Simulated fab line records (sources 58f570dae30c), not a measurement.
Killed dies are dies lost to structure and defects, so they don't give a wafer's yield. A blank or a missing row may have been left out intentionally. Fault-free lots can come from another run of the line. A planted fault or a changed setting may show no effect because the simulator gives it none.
The tool behind it: which one? ; flow berkeley cmos170 ; Sampling: 7 lots, 21 wafers, 2 of 331 route steps

WHAT THE GAUGES READ, wafer by wafer
UCB170_V2_THK_MEAS_04.
lot;measured;on;V2_POLISHED_THK (nm)
L216;day 9 06:14;film metro-02;1000.4 999.2 1000.7
L218;day 9 09:58;film metro-04;1000.8 1000.0 1000.9
L221;day 10 03:17;film metro-02;1000.6 998.9 1000.7
L225;day 11 01:19;film metro-04;1000.8 999.5 1002.8
L233;day 12 07:16;film metro-03;999.6 1000.2 1002.0
L236;day 13 15:10;film metro-02;1000.9 1000.0 998.5
L235;day 13 15:47;film metro-04;999.5 999.0 997.9

TOOL THAT RAN EACH LOT (tool first, then ch and the chambers of the sampled wafers, then the start)
lot;UCB170_M2_STRIP_19
L216;plasma asher-02 ch 0,1, day 9 05:23
L218;plasma asher-02 ch 1, day 9 09:02
L221;plasma asher-02 ch 0,1, day 10 02:26
L225;plasma asher-01 ch 0,1, day 11 00:26
L233;plasma asher-02 ch 0,1, day 12 06:18
L236;plasma asher-03 ch 0,1, day 13 14:18
L235;plasma asher-01 ch 0,1, day 13 14:56
- UCB170_M2_STRIP_19: strips in O2.

THE ANSWER, worked out from the rows above alone
Rule: the lots themselves supply what counts as usual. The widest of any qualifying gaps counts: lots, ordered by their means at a reading, are off when they make up no more than a third of the lots, leave a main group of 4 or more, and stand apart from it by 3 or more times the standard deviation of that group's means. The tables above print the reading to a certain number of digits; a main group whose means all agree to those digits is not used. A lot without any number at a reading at which 4 lots or more have one is off too. Any other lot the step has rows for is counted as sound.
Nothing can be told from this: no lot is off at any reading shown.

WHAT WAS PUT IN BY THE SIMULATOR
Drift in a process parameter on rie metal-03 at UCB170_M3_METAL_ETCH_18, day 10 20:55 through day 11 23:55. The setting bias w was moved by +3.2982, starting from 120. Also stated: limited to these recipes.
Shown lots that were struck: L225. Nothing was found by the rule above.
